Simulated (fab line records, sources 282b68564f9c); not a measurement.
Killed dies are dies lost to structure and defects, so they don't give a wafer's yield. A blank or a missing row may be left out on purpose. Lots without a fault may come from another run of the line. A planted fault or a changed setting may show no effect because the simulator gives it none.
Which tool did it? | flow rit_cmos | 13 lots, 39 wafers sampled, at 2 steps of a route of 202

WHAT THE GAUGES READ, wafer by wafer
The record holds no reading of a measuring or inspecting step that can be judged against a usual standard deviation.

WHICH TOOL RAN EACH LOT (tool, then ch and the chambers of the sampled wafers, then the start)
lot  | RIT_PSD_STRIP_09                    | RIT_M1_PROBE_99
L607 | plasma_asher-01 ch 0,1, day 3 02:22 | -
L608 | plasma_asher-04 ch 0,1, day 3 05:49 | -
L609 | plasma_asher-01 ch 0,1, day 3 18:51 | -
L610 | plasma_asher-04 ch 0,1, day 4 01:12 | -
L615 | plasma_asher-04 ch 1, day 4 23:13   | prober-01, day 5 07:20
L622 | plasma_asher-02 ch 0,1, day 6 12:30 | prober-02, day 6 20:46
L623 | plasma_asher-01 ch 0,1, day 6 20:26 | prober-02, day 7 06:24
L625 | plasma_asher-04 ch 0,1, day 7 01:53 | prober-01, day 7 10:09
L626 | plasma_asher-02 ch 0, day 7 04:46   | prober-02, day 7 12:59
L627 | plasma_asher-01 ch 0,1, day 7 11:00 | prober-01, day 7 19:25
L628 | plasma_asher-04 ch 0,1, day 7 15:57 | -
L630 | plasma_asher-04 ch 0,1, day 7 21:19 | -
L629 | plasma_asher-04 ch 0, day 19 09:08  | -
- RIT_PSD_STRIP_09: strips in O2, time 180 s.
- RIT_M1_PROBE_99

WHAT THE TOOLS THEMSELVES READ (means of the sampled wafers that have a number; where no wafer has one, the mark that the record gives instead)
RIT_PSD_STRIP_09.
lot  | tool            | drypump_motor_current_A (A) | rf_refl_power_W (W) | run_length_s (s)
L607 | plasma_asher-01 | 5.89                        | 7.0                 | 208.2
L608 | plasma_asher-04 | 6.15                        | 5.5                 | 207.9
L609 | plasma_asher-01 | 5.90                        | 6.9                 | 208.2
L610 | plasma_asher-04 | 6.07                        | 7.0                 | 208.3
L615 | plasma_asher-04 | 6.22                        | 3.7                 | 117.3
L622 | plasma_asher-02 | 5.78                        | 7.4                 | 208.5
L623 | plasma_asher-01 | 5.90                        | 7.0                 | 208.4
L625 | plasma_asher-04 | 6.08                        | 7.2                 | 208.3
L626 | plasma_asher-02 | 5.66                        | 6.6                 | 207.9
L627 | plasma_asher-01 | 5.88                        | 7.0                 | 208.3
L628 | plasma_asher-04 | 6.13                        | 5.4                 | 207.9
L630 | plasma_asher-04 | 6.09                        | 7.0                 | 208.5
L629 | plasma_asher-04 | 6.02                        | 8.4                 | 208.9

RIT_M1_PROBE_99.
lot  | tool      | killed_at_contacts | killed_at_front_end | killed_dies | killed_on_rim | killed_open | killed_short
L615 | prober-01 | 0.0                | 264                 | 264         | 70.0          | 3.3         | 4.3
L622 | prober-02 | 0.0                | 9                   | 9           | 3.0           | 5.0         | 3.7
L623 | prober-02 | 0.0                | 2                   | 2           | 0.0           | 1.0         | 1.0
L625 | prober-01 | 0.0                | 6                   | 6           | 2.3           | 3.3         | 2.7
L626 | prober-02 | 0.0                | 4                   | 4           | 0.0           | 2.0         | 2.0
L627 | prober-01 | 0.0                | 8                   | 8           | 3.3           | 5.0         | 3.0

THE ANSWER, worked out from the rows above alone
Rule: what is usual is taken from the lots themselves. Put in order of their means at a reading, lots are off if they are a third of the lots or fewer, leave a main group of 4 or more, and stand apart from it by a gap of 3 or more times the standard deviation of the main group's means; of several such gaps the widest counts. A main group whose means are all the same, to the digits that the tables above print for the reading, isn't used. A lot without any number at a reading at which 4 lots or more have one is off too. The other lots that the step has rows for count as sound. The gauges are gone through in route order, then the tools' own readings, and for those a lot's mean is taken as printed above. The first step at which some lot is off is used, and at that step the reading that is off furthest; a lot without a number counts as furthest.
Off: L615, at RIT_PSD_STRIP_09 (run_length_s). The main group: mean 208.3 s, standard deviation 0.28.
A tool fits if, at that step or a process step before it, it ran every lot that is off, and no sound lot after the first of them. None of those tried fits.

WHAT THE SIMULATOR HAD PUT IN
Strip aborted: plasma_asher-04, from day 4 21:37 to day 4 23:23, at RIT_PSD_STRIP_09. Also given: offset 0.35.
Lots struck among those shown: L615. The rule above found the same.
